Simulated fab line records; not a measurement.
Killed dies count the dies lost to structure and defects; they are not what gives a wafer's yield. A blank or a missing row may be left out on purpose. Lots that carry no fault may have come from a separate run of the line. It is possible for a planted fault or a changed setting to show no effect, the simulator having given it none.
Problem report in the 8D (eight disciplines) form, filled by code || flow rit_cmos || the parts of the form that need people (team, actions taken, sign-off) are left out

== 1. WHAT IS WRONG ==
FOX2_OXIDE_THK at RIT_FOX2_THK_MEAS_01 reads a mean of 266 nm on 6 wafers of 2 lots; wafers without a fault read 350 nm with a standard deviation of 6.2. That is -13 standard deviations from the usual mean.
The first sign was on wafer L236.1 at day 6 10:51, on film_metro-04. Wafers with a number at this step in the record: 42, from 14 lots. The rule behind "out" and "out of limits": a value lying over 4 standard deviations away from the usual mean. All remaining wafers that have a number are taken as sound.

== 2. WHAT IT IS AND WHAT IT IS NOT ==
{"question": "which readings at this step", "is": "FOX2_OXIDE_THK", "is not": "-"}
{"question": "which lots", "is": "L236, L237", "is not": "L214, L215, L216, L217, L221, L222, L223, L224, L227, L228, L232, L235"}
{"question": "which wafers of those lots", "is": "all that have a number", "is not": "-"}
{"question": "read on which gauges", "is": "film_metro-01, film_metro-04", "is not": "film_metro-03"}
{"question": "when", "is": "from day 6 10:51", "is not": "up to then (36 sound wafers)"}

== 3. WHAT RULES OUT EACH SUSPECT ==
Counting: a tool at a process step up to the reading stays a suspect if it ran every lot that is out and no sound lot after the first of them.
- the gauge at RIT_FOX2_THK_MEAS_01: ruled out. 2 gauges (film_metro-01, film_metro-04) read the wafers that are out.
- furnace-03 at RIT_FOX2_OXIDATION_00 (target thk 350.7 nm, ox time 1130 s): kept. Every lot that is out went through it, starting with L236 (day 6 09:32), and after that it ran no sound lot; the last sound lot it ran before then is L228 (day 4 16:13).
After counting, what remains is furnace-03 at RIT_FOX2_OXIDATION_00.

== 4. THE CAUSE (what the simulator had put in) ==
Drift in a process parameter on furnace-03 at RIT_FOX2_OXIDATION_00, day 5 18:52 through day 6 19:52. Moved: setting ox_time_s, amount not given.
Only this tool survived the counting.

== 5. THE CHAIN OF EFFECTS, in route order ==
Rows list readings where the struck wafers' mean (over those with a number) sits beyond 3 standard deviations from the usual. Scope: only readings with a usual standard deviation given in the record; hours: median across lots of the time from each lot's start at the first step in this table that gives one to its start at this step; sigmas: change in usual standard deviations.
{"hours": 0, "step": "RIT_FOX2_THK_MEAS_01", "reading": "FOX2_OXIDE_THK", "usual": "350 nm", "on struck wafers": 266, "change": -84, "sigmas": -13}
{"hours": 1, "step": "RIT_FOX2_THK_MEAS_90", "reading": "FIELD_OXIDE_LEFT_1_THK", "usual": "323 nm", "on struck wafers": 239, "change": -84, "sigmas": -13}
{"hours": 15, "step": "RIT_FOX2_THK_MEAS_91", "reading": "FIELD_OXIDE_LEFT_2_THK", "usual": "255 nm", "on struck wafers": 171, "change": -84, "sigmas": -13}
At these later measuring or inspecting steps, every struck wafer for which the step has a row has a number for every such reading, and none has moved that far: RIT_PWELL_TW_MEAS_10.

== 6. HOW IT WOULD HAVE BEEN CAUGHT EARLIER ==
16 hours passed between the start of the fault at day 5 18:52 and the first reading out of limits at a measuring or inspecting step in this record, taken at day 6 10:51.
An alarm limit of 4 standard deviations would not have fired on the tool readings at RIT_FOX2_OXIDATION_00 for which the record gives a usual standard deviation, since none of them was out on any struck wafer.
L237, from the lots that are out (2), started RIT_FOX2_OXIDATION_00 on furnace-03 later than day 6 10:51. A tool hold placed at that time would have kept it from harm.
